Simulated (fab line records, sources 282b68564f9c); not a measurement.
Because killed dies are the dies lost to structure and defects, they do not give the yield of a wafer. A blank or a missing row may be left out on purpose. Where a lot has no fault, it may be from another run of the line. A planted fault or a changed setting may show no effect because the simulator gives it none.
A struck lot beside a sound one || flow rit_cmos || 14 steps out of a route of 202
Sound: wafers L212.2, L212.4, L212.5. Wafers struck: L222.3, L222.4, L222.5. At the end, the cause is stated.
For every step that has rows: the tool of each side, followed by ch and its chambers, followed by its first start. Under that, the readings that differ: sound wafers || struck wafers || difference of the means || sigmas: that difference in standard deviations of wafers without a fault.
alike: words and numbers the same on both sides, and readings whose means are apart by under 2 such deviations; not compared: readings that were withheld, readings missing a value for some wafer, numbers with overlapping values and no deviation given by the record, and bounds like >300 which may hide the same value.
A row with sigmas, a row that says differs or no value, or rows on one side alone: a step with any of these is where the two part. Numbers that have no deviation but don't overlap get no sigmas and don't part them. A reading missing from all wafers of one side parts the sides only when that side holds two or more wafers.

first, 2 steps without rows for these wafers: RIT_NWELL_PEB_04; RIT_NWELL_DEVELOP_05 (develop time 68 s).
RIT_NWELL_OVL_MEAS_06:
  struck on overlay-02, day 4 19:51; sound on overlay-01, day 2 19:29
{"reading": "NWELL_OVL (nm)", "sound": "1.9 3.4 1.3", "struck": "-0.8 0.9 -0.1", "difference": -2.2, "sigmas": -2}
then, 2 steps without rows for these wafers: RIT_NWELL_HARDBAKE_07 (time 120 s); RIT_NWELL_IMPLANT_08.
RIT_NWELL_STRIP_09: strips in O2, time 180 s.
  sound on plasma_asher-04 ch 0,1, day 2 19:55; struck on plasma_asher-02 ch 0,1, day 4 20:20
{"reading": "drypump_motor_current_A (A)", "sound": "5.77 5.78 5.37", "struck": "6.27 6.28 6.28", "difference": "+0.64", "sigmas": "+2"}
  not compared: rf_hours_counter_h
RIT_NWELL_TW_MEAS_10:
  struck on film_metro-04, day 4 20:28; sound on film_metro-04, day 2 20:07
  alike: NWELL_TW
then, 5 steps without rows for these wafers: RIT_PWELL_HMDS_00 (prime time 60 s); RIT_PWELL_COAT_01 (resist thk 1300 nm); RIT_PWELL_SOFTBAKE_02 (time 60 s); RIT_PWELL_EXPOSE_03 (exposes mask M3, target cd 43700 nm); RIT_PWELL_PEB_04.
RIT_PWELL_DEVELOP_05: develop time 71.04 s.
  sound on litho_track-02 ch 0, day 2 21:00; struck on litho_track-03, day 4 21:00
  no value came back on the struck wafers for chill_plate_temp_C (C), develop_time_s (s); on the sound wafers chill_plate_temp_C (C) reads 22.96 22.98 23.10
RIT_PWELL_OVL_MEAS_06:
  struck on overlay-02, day 4 21:24; sound on overlay-02, day 2 21:10
{"reading": "PWELL_OVL (nm)", "sound": "-0.5 -0.2 -1.3", "struck": "- - -", "difference": "no value on the struck wafers", "sigmas": ""}

WHERE THEY PART
At RIT_NWELL_OVL_MEAS_06 first; at RIT_PWELL_OVL_MEAS_06 last (within this record only).

WHY: the cause the simulator had injected
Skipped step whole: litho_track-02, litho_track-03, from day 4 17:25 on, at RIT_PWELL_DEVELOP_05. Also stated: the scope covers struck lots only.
